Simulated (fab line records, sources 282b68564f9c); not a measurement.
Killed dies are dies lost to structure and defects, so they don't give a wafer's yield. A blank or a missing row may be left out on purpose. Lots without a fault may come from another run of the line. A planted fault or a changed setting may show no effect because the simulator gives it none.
fab line records | flow rit_cmos
record lots=13 wafers=39 last_day=7
route steps=202 shown ACTIVE@14 NRETRO@62 SILICIDE@167 M1@202
lots that met no fault: from a run of the same line without faults
start_h: hours from the record's first day to the start of the lot's first wafer shown | wait_h: hours since the lot's step before | " the same as in the row above | L1.1+2: a row that stands for several wafers | - no value, or no start given | * or withheld: withheld | < > ~ a bound
route shown NAME@n: a module of which the file shows steps, and the number in the route of the first | usual: mean/standard deviation of fault-free wafers | same: alike in all rows | chamber/n: place in a boat | sites: the reading at each site | _std_site: their standard deviation | _edge_site: outer sites' mean less inner sites' | radius_mm: how far each site lies from the wafer's centre | mask NAME#n: copy n | behind: the tool/chamber that last shaped the wafer | hold: why the lot was held/for how many hours/how that ended | device: the transistor (n, p or np) that didn't switch | end of line: the same wafers' tests at the end of the route | a step without rows: its recipe alone | killed: dies lost to structure and defects at the first sort, not the wafer's yield | map: a wafer's dies, x killed, . not, _ none there
set.NAME: the setting as run; set.NAME@STEP: as run at that earlier step | model.NAME: the simulator's own value behind a step, which no gauge read
steps of the route over a sample of lots; a table a step, a row a wafer
services: from which hour (start_h, from the record's first day; less than 0 if before it) a tool's chamber was out of use, for how many hours, and why
## steps
# step RIT_ACTIVE_ETCH_13
# recipe stop_on=SiO2 chemistry=SF6 target=Si3N4 time_s=210 over_etch_frac=0.4 SF6_flow_sccm=200 pressure_mtorr=260 rf_w=125 target_depth_a=2100
# usual drypump_motor_current_A=5.8/0.4 oes_product_au=0.824/0.0076 throttle_valve_pct=7.48/0.07
# same over_etch_frac=0.4 time_s=210
# columns lot.wafer tool chamber start_h wait_h drypump_motor_current_A oes_product_au rf_hours_counter_h throttle_valve_pct
L202.1 rie_diel-02 1 15.54 0.1 5.4 0.829 85 7.65
L202.2 " 2 " " 5.2 0.810 9 7.42
L202.5 " 3 " " 6.4 0.824 - 7.41
L205.3 rie_diel-01 1 29.88 0.1 5.9 0.827 55 7.45
L205.5 " 1 " " 5.9 0.823 - 7.45
L205.6 " 0 " " 5.4 0.822 - 7.54
L207.1 rie_diel-01 2 39.93 0.1 5.9 0.819 161 7.59
L207.2 " 3 " " 5.9 0.814 126 7.48
L207.5 " 2 " " 6.0 0.818 - 7.58
L209.1 rie_diel-01 0 49.91 0.1 5.4 0.809 142 7.55
L209.2 " 2 " " 5.9 0.817 161 7.60
L209.5 " 2 " " 5.9 0.814 - 7.59
L210.2 rie_diel-01 2 54.71 0.1 5.9 0.824 161 7.59
L210.3 " 0 " " 5.4 0.823 142 7.54
L210.5 " 2 " " 5.9 0.824 - 7.58
L212.1 rie_diel-03 1 65.18 0.1 6.1 0.818 29 7.47
L212.4 " 2 " " 5.3 0.825 68 7.47
L212.6 " 1 " " 6.0 0.825 - 7.48
L213.2 rie_diel-03 0 73.28 0.1 6.1 0.822 151 7.52
L213.5 " 2 " " 5.3 0.826 - 7.47
L213.6 " 1 " " 6.1 0.815 - 7.49
L215.1 rie_diel-03 1 79.71 0.1 6.1 0.828 29 7.48
L215.4 " 2 " " 5.4 0.830 68 7.47
L215.6 " 1 " " 6.1 0.823 - 7.47
L217.1 rie_diel-01 1 89.71 0.1 5.9 0.822 56 7.43
L217.5 " 3 " " 5.9 0.825 - 7.47
L217.6 " 0 " " 5.4 0.823 - 7.54
L219.2 rie_diel-01 1 99.78 0.1 5.9 0.829 56 7.44
L219.3 " 0 " " 5.4 0.824 143 7.54
L219.6 " 1 " " 5.9 0.833 - 7.44
L220.3 rie_diel-02 0 106.10 0.1 6.1 0.839 6 7.38
L220.4 " 1 " " 5.4 0.830 87 7.64
L220.5 " 1 " " 5.3 0.834 - 7.64
L223.1 rie_diel-01 2 120.09 0.1 5.9 0.707 0 7.58
L223.4 " 0 " " 5.4 0.825 144 7.55
L223.5 " 3 " " 5.9 0.819 - 7.47
L224.2 rie_diel-03 2 127.60 0.1 5.3 0.823 69 7.47
L224.3 " 1 " " 6.0 0.822 30 7.48
L224.5 " 3 " " 6.7 0.828 - 7.38
# step RIT_ACTIVE_CD_MEAS_90
# recipe target_cd_nm=1400
# usual cd_nm=1400.8/2.6
# columns lot.wafer tool chamber start_h wait_h cd_nm
L202.1 cd_sem-01 - 15.85 0.1 1401.9
L202.2 " - " " 1404.2
L202.5 " - " " 1402.3
L205.3 cd_sem-02 - 30.23 0.1 1396.6
L205.5 " - " " 1397.9
L205.6 " - " " 1396.1
L207.1 cd_sem-01 - 40.24 0.1 1401.3
L207.2 " - " " 1402.4
L207.5 " - " " 1398.3
L209.1 cd_sem-01 - 50.22 0.1 1403.1
L209.2 " - " " 1404.0
L209.5 " - " " 1403.7
L210.2 cd_sem-01 - 55.04 0.1 1401.0
L210.3 " - " " 1400.6
L210.5 " - " " 1400.4
L212.1 cd_sem-01 - 65.49 0.1 1399.8
L212.4 " - " " 1400.3
L212.6 " - " " 1400.8
L213.2 cd_sem-01 - 73.61 0.1 1403.0
L213.5 " - " " 1402.2
L213.6 " - " " 1402.9
L215.1 cd_sem-02 - 80.02 0.1 1401.7
L215.4 " - " " 1404.8
L215.6 " - " " 1404.3
L217.1 cd_sem-02 - 90.02 0.1 1399.1
L217.5 " - " " 1398.6
L217.6 " - " " 1399.7
L219.2 cd_sem-02 - 100.11 0.1 1396.1
L219.3 " - " " 1398.9
L219.6 " - " " 1398.4
L220.3 cd_sem-02 - 106.45 0.1 1398.3
L220.4 " - " " 1398.8
L220.5 " - " " 1399.7
L223.1 cd_sem-02 - 120.40 0.1 1397.1
L223.4 " - " " 1400.8
L223.5 " - " " 1398.9
L224.2 cd_sem-02 - 127.92 0.1 1400.4
L224.3 " - " " 1398.5
L224.5 " - " " 1399.0
# step RIT_NRETRO_STRIP_09
# recipe chemistry=O2 time_s=180 resist=NOVOLAK platen_temp_c=withheld power_w=500 pressure_mtorr=4000 o2_flow_sccm=4000
# usual drypump_motor_current_A=5.7/0.5 rf_refl_power_W=6.8/1.6
# same time_s=180
# columns lot.wafer tool chamber start_h wait_h drypump_motor_current_A rf_hours_counter_h rf_refl_power_W
L202.1 plasma_asher-02 1 31.64 0.1 4.7 39 6.3
L202.2 " 0 " " 5.2 39 5.4
L202.5 " 1 " " 4.6 - 6.5
L205.3 plasma_asher-04 0 45.15 0.1 6.3 - 7.1
L205.5 " 1 " " 5.9 - 4.7
L205.6 " 0 " " 6.3 - 7.6
L207.1 plasma_asher-04 0 56.44 0.1 6.3 27 7.1
L207.2 " 1 " " 5.9 27 4.6
L207.5 " 1 " " 5.9 - 4.7
L209.1 plasma_asher-04 0 66.67 0.1 6.3 29 6.9
L209.2 " 1 " " 5.9 29 4.8
L209.5 " 0 " " 6.3 - 6.9
L210.2 plasma_asher-03 1 70.80 0.1 5.7 41 9.1
L210.3 " 0 " " 5.6 - 8.1
L210.5 " 1 " " 5.6 - 9.3
L212.1 plasma_asher-03 0 84.22 0.1 5.6 43 8.5
L212.4 " 1 " " 5.7 - 9.8
L212.6 " 0 " " 5.6 - 7.9
L213.2 plasma_asher-03 0 89.30 0.1 5.6 43 7.9
L213.5 " 1 " " 5.7 - 9.3
L213.6 " 0 " " 5.6 - 8.2
L215.1 plasma_asher-04 1 96.33 0.1 5.9 32 4.9
L215.4 " 1 " " 5.9 - 4.9
L215.6 " 0 " " 6.3 - 6.7
L217.1 plasma_asher-04 0 106.25 0.1 6.3 33 7.8
L217.5 " 0 " " 6.3 - 7.4
L217.6 " 1 " " 5.9 - 4.6
L219.2 plasma_asher-04 0 117.46 0.1 6.3 34 6.8
L219.3 " 0 " " 6.3 - 6.8
L219.6 " 0 " " 6.3 - 6.9
L220.3 plasma_asher-04 1 124.57 0.1 5.9 - 4.9
L220.4 " 0 " " 6.3 - 6.9
L220.5 " 1 " " 5.9 - 4.9
L223.4 plasma_asher-04 1 140.26 0.1 5.9 - 4.9
L223.5 " 1 " " 5.9 - 4.7
L224.2 plasma_asher-03 1 144.90 0.1 5.7 49 9.2
L224.3 " 0 " " 5.6 - 8.2
L224.5 " 0 " " 5.6 - 8.2
# step RIT_SILICIDE_RTA_06
# recipe temp_c=750 time_s=10 idle_temp_c=25 ramp_up_s=5 ramp_down_s=10 cool_to_c=25 ambient=N2
# usual wafer_temp_C_max=754.2/1.4
# same time_s=10
# columns lot.wafer tool chamber start_h wait_h wafer_temp_C_max
L202.1 rtp_anneal-02 0 55.78 0.0 754.3
L202.2 " 0 " " 755.2
L202.5 " 0 " " 754.7
L205.3 rtp_anneal-01 0 65.94 0.0 753.5
L205.5 " 0 " " 753.3
L205.6 " 0 " " 753.4
L207.1 rtp_anneal-01 0 78.56 0.0 752.5
L207.2 " 0 " " 755.0
L207.5 " 0 " " 753.1
L209.1 rtp_anneal-02 0 91.85 0.0 755.3
L209.2 " 0 " " 758.6
L209.5 " 0 " " 756.2
L210.2 rtp_anneal-02 0 92.17 0.0 755.8
L210.3 " 0 " " 754.3
L210.5 " 0 " " 754.3
L212.1 rtp_anneal-02 0 106.39 0.0 755.0
L212.4 " 0 " " 754.1
L212.6 " 0 " " 757.3
L213.2 rtp_anneal-01 0 111.75 0.0 753.0
L213.5 " 0 " " 753.7
L213.6 " 0 " " 752.4
L215.1 rtp_anneal-01 0 122.57 0.0 753.4
L215.4 " 0 " " 754.1
L215.6 " 0 " " 753.3
L217.1 rtp_anneal-02 0 128.00 0.0 755.9
L217.5 " 0 " " 756.4
L217.6 " 0 " " 755.0
L219.2 rtp_anneal-01 0 142.89 0.0 754.0
L219.3 " 0 " " 752.7
L219.6 " 0 " " 753.6
L220.3 rtp_anneal-01 0 148.69 0.0 754.2
L220.4 " 0 " " 753.2
L220.5 " 0 " " 753.0
L223.4 rtp_anneal-01 0 167.43 0.0 753.2
L223.5 " 0 " " 752.7
L224.2 rtp_anneal-01 0 170.33 0.0 753.5
L224.3 " 0 " " 752.8
L224.5 " 0 " " 752.4
# step RIT_M1_PROBE_99
# usual killed_at_contacts=0.1/0.28 killed_at_front_end=7.0/2.9 killed_dies=7.0/2.9 killed_on_rim=1.8/1.4 killed_open=3.4/2.1 killed_short=3.6/1.7
# same gross_dies=264 killed_at_M0_to_M3=0 killed_at_M4_up=0 killed_at_back_side=0 killed_at_other=0
# columns lot.wafer tool chamber start_h wait_h hold killed_at_contacts killed_at_front_end killed_dies killed_on_rim killed_open killed_short
L202.1 prober-02 - 62.27 0.1 - 0 4 4 0 1 3
L202.2 prober-02 - 62.32 0.1 - 0 8 8 1 3 5
L202.5 prober-02 - 62.47 0.2 - 0 7 7 4 3 4
L205.3 prober-01 - 72.46 0.2 - 0 12 12 1 8 4
L205.5 prober-01 - 72.56 0.2 - 0 5 5 1 2 3
L205.6 prober-01 - 72.61 0.2 - 0 6 6 1 3 3
L207.1 prober-02 - 85.00 0.1 - 0 6 6 0 3 3
L207.2 prober-02 - 85.05 0.1 - 0 9 9 1 4 5
L207.5 prober-02 - 85.20 0.2 - 0 6 6 3 5 1
L209.1 prober-02 - 98.42 0.1 - 0 5 5 0 2 3
L209.2 prober-02 - 98.47 0.1 - 0 4 4 0 1 3
L209.5 prober-02 - 98.62 0.2 - 0 7 7 3 2 5
L210.2 prober-01 - 99.97 0.1 - 1 4 5 1 2 3
L210.3 prober-01 - 100.02 0.2 - 0 7 7 1 1 6
L210.5 prober-01 - 100.12 0.2 - 0 6 6 3 4 2
L212.1 prober-01 - 112.85 0.1 - 0 1 1 0 0 1
L212.4 prober-01 - 113.00 0.2 - 0 8 8 3 5 3
L212.6 prober-01 - 113.10 0.2 - 0 10 10 0 8 2
L213.2 prober-02 - 118.56 0.1 - 0 7 7 0 0 7
L213.5 prober-02 - 118.71 0.2 - 0 6 6 1 3 3
L213.6 prober-02 - 118.76 0.2 - 0 10 10 2 5 5
L215.1 prober-02 - 128.92 0.1 - 0 3 3 0 1 2
L215.4 prober-02 - 129.07 0.2 - 1 10 11 4 6 5
L215.6 prober-02 - 129.17 0.2 - 0 3 3 0 0 3
L217.1 prober-02 - 135.46 0.1 - 0 13 13 2 9 4
L217.5 prober-02 - 135.66 0.2 - 0 8 8 2 3 5
L217.6 prober-02 - 135.71 0.2 - 0 7 7 4 4 3
L219.2 prober-02 - 149.59 0.1 - 0 7 7 2 5 2
L219.3 prober-02 - 149.64 0.2 - 0 6 6 4 3 3
L219.6 prober-02 - 149.79 0.2 - 0 12 12 2 4 8
L220.3 prober-02 - 155.64 0.2 - 0 4 4 2 1 3
L220.4 prober-02 - 155.69 0.2 - 0 4 4 2 1 3
L220.5 prober-02 - 155.74 0.2 - 0 9 9 5 4 5
L223.1 prober-02 - 174.74 0.1 await_dispo/3.3h/release 0 264 264 70 3 1
L223.4 prober-02 - 174.89 0.2 await_dispo/3.3h/release 0 7 7 2 6 1
L223.5 prober-02 - 174.94 0.2 await_dispo/3.3h/release 0 5 5 0 2 3
L224.2 prober-02 - 178.28 0.1 - 0 9 9 3 5 4
L224.3 prober-02 - 178.33 0.2 - 0 6 6 0 3 3
L224.5 prober-02 - 178.43 0.2 - 0 3 3 1 0 3
# killed by level:class
L202.1 GATE:geometric_particle:short=3 SPACER:geometric_particle:open=1
L202.2 SPACER:geometric_particle:short=2 GATE:geometric_particle:short=2 GATE:geometric_particle:open=2 FOX1:geometric_particle:short=1 REOX:geometric_particle:open=1
L202.5 GATE:geometric_particle:open=3 SILICIDE:geometric_particle:short=2 FOX1:geometric_particle:short=1 GATE:geometric_particle:short=1
L205.3 GATE:geometric_particle:open=4 GATE:geometric_particle:short=3 FOX1:geometric_particle:open=1 REOX:geometric_particle:open=1 SPACER:geometric_particle:open=1 SILICIDE:geometric_particle:open=1 SILICIDE:geometric_particle:short=1
L205.5 SILICIDE:geometric_particle:short=3 GATE:geometric_particle:open=2
L205.6 FOX1:geometric_particle:short=2 GATE:geometric_particle:open=1 REOX:geometric_particle:open=1 REOX:geometric_particle:short=1 SILICIDE:geometric_particle:open=1
L207.1 FOX1:geometric_particle:open=1 FOX1:geometric_particle:short=1 GATE:geometric_particle:open=1 REOX:geometric_particle:short=1 SPACER:geometric_particle:open=1 SPACER:geometric_particle:short=1
L207.2 GATE:geometric_particle:short=2 SPACER:geometric_particle:short=2 SPACER:geometric_particle:open=2 FOX1:geometric_particle:open=1 GATE:geometric_particle:open=1 REOX:geometric_particle:short=1
L207.5 SPACER:geometric_particle:open=2 FOX1:geometric_particle:open=1 FOX2:geometric_particle:open=1 GATE:geometric_particle:open=1 SILICIDE:geometric_particle:short=1
L209.1 GATE:geometric_particle:short=2 REOX:geometric_particle:open=1 SPACER:geometric_particle:short=1 SPACER:geometric_particle:open=1
L209.2 FOX2:geometric_particle:short=1 GATE:geometric_particle:open=1 REOX:geometric_particle:short=1 SILICIDE:geometric_particle:short=1
L209.5 SILICIDE:geometric_particle:short=3 GATE:geometric_particle:short=2 REOX:geometric_particle:open=1 SPACER:geometric_particle:open=1
L210.2 GATE:geometric_particle:short=2 GATE:geometric_particle:open=1 SPACER:geometric_particle:short=1 CONTACT:geometric_particle:open=1
L210.3 GATE:geometric_particle:short=2 SILICIDE:geometric_particle:short=2 FOX1:geometric_particle:short=1 GATE:geometric_particle:open=1 REOX:geometric_particle:short=1
L210.5 GATE:geometric_particle:open=3 SPACER:geometric_particle:short=2 SPACER:geometric_particle:open=1
L212.1 REOX:geometric_particle:short=1
L212.4 FOX2:geometric_particle:open=2 GATE:geometric_particle:open=2 GATE:geometric_particle:short=2 SPACER:geometric_particle:short=1 SPACER:geometric_particle:open=1
L212.6 GATE:geometric_particle:open=5 REOX:geometric_particle:open=2 FOX1:geometric_particle:short=1 GATE:geometric_particle:short=1 SILICIDE:geometric_particle:open=1
L213.2 GATE:geometric_particle:short=4 SPACER:geometric_particle:short=2 FOX1:geometric_particle:short=1
L213.5 SILICIDE:geometric_particle:short=2 FOX1:geometric_particle:open=1 GATE:geometric_particle:short=1 GATE:geometric_particle:open=1 SILICIDE:geometric_particle:open=1
L213.6 FOX1:geometric_particle:short=3 FOX1:geometric_particle:open=2 FOX2:geometric_particle:short=2 GATE:geometric_particle:open=2 SPACER:geometric_particle:open=1
L215.1 GATE:geometric_particle:open=1 GATE:geometric_particle:short=1 REOX:geometric_particle:short=1
L215.4 SPACER:geometric_particle:open=2 SILICIDE:geometric_particle:short=2 FOX2:geometric_particle:short=1 GATE:geometric_particle:short=1 GATE:geometric_particle:open=1 REOX:geometric_particle:open=1 REOX:geometric_particle:short=1 SILICIDE:geometric_particle:open=1
L215.6 SILICIDE:geometric_particle:short=2 REOX:geometric_particle:short=1
L217.1 GATE:geometric_particle:open=5 REOX:geometric_particle:short=2 ACTIVE:geometric_particle:short=1 FOX1:geometric_particle:open=1 FOX2:geometric_particle:open=1 GATE:geometric_particle:short=1 REOX:geometric_particle:open=1 SPACER:geometric_particle:open=1
L217.5 GATE:geometric_particle:short=2 SILICIDE:geometric_particle:open=2 FOX1:geometric_particle:short=1 SPACER:geometric_particle:short=1 SPACER:geometric_particle:open=1 SILICIDE:geometric_particle:short=1
L217.6 GATE:geometric_particle:short=3 GATE:geometric_particle:open=2 SPACER:geometric_particle:open=1 SILICIDE:geometric_particle:open=1
L219.2 REOX:geometric_particle:open=2 FOX2:geometric_particle:open=1 GATE:geometric_particle:open=1 REOX:geometric_particle:short=1 SPACER:geometric_particle:open=1 SILICIDE:geometric_particle:short=1
L219.3 GATE:geometric_particle:short=2 REOX:geometric_particle:open=2 GATE:geometric_particle:open=1 REOX:geometric_particle:short=1
L219.6 FOX2:geometric_particle:short=2 GATE:geometric_particle:short=2 SPACER:geometric_particle:short=2 SILICIDE:geometric_particle:open=2 FOX1:geometric_particle:open=1 GATE:geometric_particle:open=1 REOX:geometric_particle:short=1 SILICIDE:geometric_particle:short=1
L220.3 FOX1:geometric_particle:short=1 FOX2:geometric_particle:short=1 REOX:geometric_particle:open=1 REOX:geometric_particle:short=1
L220.4 FOX1:geometric_particle:short=1 FOX2:geometric_particle:short=1 GATE:geometric_particle:short=1 GATE:geometric_particle:open=1
L220.5 GATE:geometric_particle:open=2 GATE:geometric_particle:short=2 FOX1:geometric_particle:short=1 FOX1:geometric_particle:open=1 FOX2:geometric_particle:open=1 FOX2:geometric_particle:short=1 SPACER:geometric_particle:short=1
L223.1 ACTIVE:area_etch=260 FOX1:geometric_particle:open=1 FOX2:geometric_particle:open=1 GATE:geometric_particle:open=1 GATE:geometric_particle:short=1
L223.4 GATE:geometric_particle:open=2 SILICIDE:geometric_particle:open=2 FOX1:geometric_particle:short=1 FOX1:geometric_particle:open=1 REOX:geometric_particle:open=1
L223.5 GATE:geometric_particle:short=2 FOX2:geometric_particle:open=1 SILICIDE:geometric_particle:open=1 SILICIDE:geometric_particle:short=1
L224.2 FOX2:geometric_particle:open=2 FOX2:geometric_particle:short=2 GATE:geometric_particle:short=1 REOX:geometric_particle:open=1 SPACER:geometric_particle:open=1 SPACER:geometric_particle:short=1 SILICIDE:geometric_particle:open=1
L224.3 FOX2:geometric_particle:open=2 FOX2:geometric_particle:short=1 GATE:geometric_particle:short=1 GATE:geometric_particle:open=1 SILICIDE:geometric_particle:short=1
L224.5 GATE:geometric_particle:short=3
## services
# columns tool chamber start_h hours kind
rie_diel-01 - -6.27 28.1 pm
rie_diel-01 1 53.71 25.6 repair
rie_diel-02 0 79.37 2.1 repair
rie_diel-01 2 84.99 - clean
rie_diel-01 2 84.99 18.6 scheduled_down
rie_diel-01 2 84.99 18.6 vent_cycle
rie_diel-01 - 96.40 0.7 repair
plasma_asher-02 - 108.80 9.0 pm
plasma_asher-02 0 108.80 9.0 vent_cycle
plasma_asher-02 1 108.80 9.0 vent_cycle
plasma_asher-02 0 117.80 - clean
plasma_asher-02 1 117.80 - clean
rtp_anneal-01 - 127.36 5.4 pm
rie_diel-03 0 137.08 - clean
rie_diel-03 0 137.08 21.5 scheduled_down
rie_diel-03 0 137.08 21.5 vent_cycle
## key
first_sign step=RIT_ACTIVE_ETCH_13 reading=oes_product_au direction=down sigmas=15 usual=0.824 struck=0.707
effect step=RIT_M1_PROBE_99 reading=killed_dies direction=up sigmas=88 usual=7.0 struck=264
more_kills_born_at RIT_ACTIVE_ETCH_13@rie_diel-01=260
met_at RIT_ACTIVE_ETCH_13
struck_lots L223
struck_wafers L223.1
later_rows_left_out L223.1
tester_left_out L223
not_acting_at RIT_ACTIVE_CD_MEAS_90,RIT_NRETRO_STRIP_09,RIT_SILICIDE_RTA_06
onset_between 54.71 120.09
fault kind=process_parameter_drift tool=rie_diel-01 chamber=2 onset_h=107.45 steps=RIT_ACTIVE_ETCH_13 channel=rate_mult offset=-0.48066 shape=step end_h=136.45
# tester_left_out: of these lots the tester's yield and bins aren't shown, on N5 and GAA mostly nor the transistor test; their killed dies are dies lost to structure and defects alone, not to doping, threshold or leakage, so they don't give the yield
# later_rows_left_out: the simulator's readings of these wafers behind a module that went badly wrong aren't trusted and aren't shown, but for the sort
